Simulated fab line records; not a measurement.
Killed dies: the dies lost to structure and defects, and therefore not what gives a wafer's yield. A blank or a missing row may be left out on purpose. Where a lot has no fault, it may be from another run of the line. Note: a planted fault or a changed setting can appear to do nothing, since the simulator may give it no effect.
Which tool was responsible?    flow ritCmos    45 wafers from 15 lots sampled at 2 of the route's 202 steps

## WHAT THE GAUGES SHOWED, per wafer
RIT_PRETRO_TW_MEAS_10.
lot   measured     on            PRETRO_TW
L729  day 2 09:10  filmMetro-02  475.8 473.2 474.8
L730  day 2 13:43  filmMetro-02  470.9 470.4 474.3
L731  day 2 18:11  filmMetro-02  472.9 474.1 472.4
L732  day 2 22:42  filmMetro-01  479.2 477.2 479.6
L733  day 3 04:34  filmMetro-02  470.8 473.1 471.9
L734  day 3 09:45  filmMetro-02  470.5 470.5 471.0
L735  day 3 13:34  filmMetro-01  479.5 479.2 479.4
L736  day 3 18:22  filmMetro-04  476.7 477.4 476.2
L740  day 4 15:31  filmMetro-02  414.9 415.4 416.1
L741  day 4 19:50  filmMetro-01  423.1 419.8 421.1
L742  day 5 00:11  filmMetro-01  421.5 421.6 423.2
L747  day 6 01:03  filmMetro-04  477.8 480.5 480.2
L748  day 6 06:10  filmMetro-01  476.9 474.5 474.6
L749  day 6 11:46  filmMetro-02  475.8 473.5 475.2
L750  day 6 16:30  filmMetro-02  473.7 474.0 470.9

## WHICH TOOL RAN EACH LOT (tool, then ch and the chambers of the sampled wafers, then the start)
lot   RIT_PRETRO_IMPLANT_08
L729  implanter-01 ch 0, day 2 08:51
L730  implanter-01 ch 0, day 2 13:25
L731  implanter-03 ch 0, day 2 17:52
L732  implanter-03 ch 0, day 2 22:23
L733  implanter-04 ch 0, day 3 04:14
L734  implanter-01 ch 0, day 3 09:17
L735  implanter-01 ch 0, day 3 13:15
L736  implanter-03 ch 0, day 3 18:02
L740  implanter-01 ch 0, day 4 15:13
L741  implanter-01 ch 0, day 4 19:33
L742  implanter-01 ch 0, day 4 23:53
L747  implanter-04 ch 0, day 6 00:44
L748  implanter-04 ch 0, day 6 05:50
L749  implanter-04 ch 0, day 6 11:27
L750  implanter-03 ch 0, day 6 16:11
- RIT_PRETRO_IMPLANT_08

## WHAT THE TOOLS THEMSELVES READ (means of the sampled wafers that have a number; where no wafer has one, the mark that the record gives instead)
RIT_PRETRO_IMPLANT_08.
lot   tool          doseIonsCm2  faradayCurrentUA
L729  implanter-01  1.2020e+13   38.1
L730  implanter-01  1.2003e+13   38.2
L731  implanter-03  1.2008e+13   37.8
L732  implanter-03  1.2013e+13   37.4
L733  implanter-04  1.1987e+13   37.9
L734  implanter-01  1.2002e+13   38.5
L735  implanter-01  1.1992e+13   39.0
L736  implanter-03  1.2007e+13   37.6
L740  implanter-01  8.0357e+12   25.4
L741  implanter-01  8.0353e+12   25.6
L742  implanter-01  8.0520e+12   25.3
L747  implanter-04  1.1999e+13   38.3
L748  implanter-04  1.1984e+13   37.4
L749  implanter-04  1.2006e+13   38.4
L750  implanter-03  1.1985e+13   37.7

## THE ANSWER, worked out from the rows above alone
Rule: usual is defined by the lots themselves. The widest of any qualifying gaps counts: lots, ordered by their means at a reading, are off when they make up no more than a third of the lots, leave a main group of 4 or more, and stand apart from it by 3 or more times the standard deviation of that group's means. A main group whose means are all the same, to the digits that the tables above print for the reading, isn't used. A lot without any number at a reading at which 4 lots or more have one is off too. The other lots that the step has rows for count as sound. Order of review: gauges by route order, followed by the tools' own readings, for which a lot's mean as printed above is used. At the first step where some lot is off, the reading lying furthest off is the one used; lots without a number count as furthest.
Off: L740, L741, L742, at RIT_PRETRO_TW_MEAS_10 (PRETRO_TW). The main group has a mean of 475.0 with a standard deviation of 2.9.
A tool fits if, at a process step before that reading, it ran every lot that is off, and no sound lot after the first of them. The gauges at RIT_PRETRO_TW_MEAS_10 aren't tried: what is off there is off at RIT_PRETRO_IMPLANT_08 too, on other tools, and a gauge's error can't cause that. One fits: implanter-01 at RIT_PRETRO_IMPLANT_08. A fault onset in the window from L735 (day 3 13:15, its last sound lot) to L740 (day 4 15:13, its first lot off) fits.
The tool's own readings at RIT_PRETRO_IMPLANT_08 bear it out: on the lots that are off they differ by more than 5 times the standard deviation of the sound lots' means. doseIonsCm2 reads 8.0410e+12 there against 1.2000e+13 on the sound lots; faradayCurrentUA reads 25.4 there against 38.0 on the sound lots.

## WHAT THE SIMULATOR HAD INSERTED
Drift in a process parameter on implanter-01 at RIT_PRETRO_IMPLANT_08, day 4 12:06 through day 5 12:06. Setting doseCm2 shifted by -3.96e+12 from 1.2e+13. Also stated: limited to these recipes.
Shown lots that were struck: L740, L741, L742. The rule given above showed the same thing.
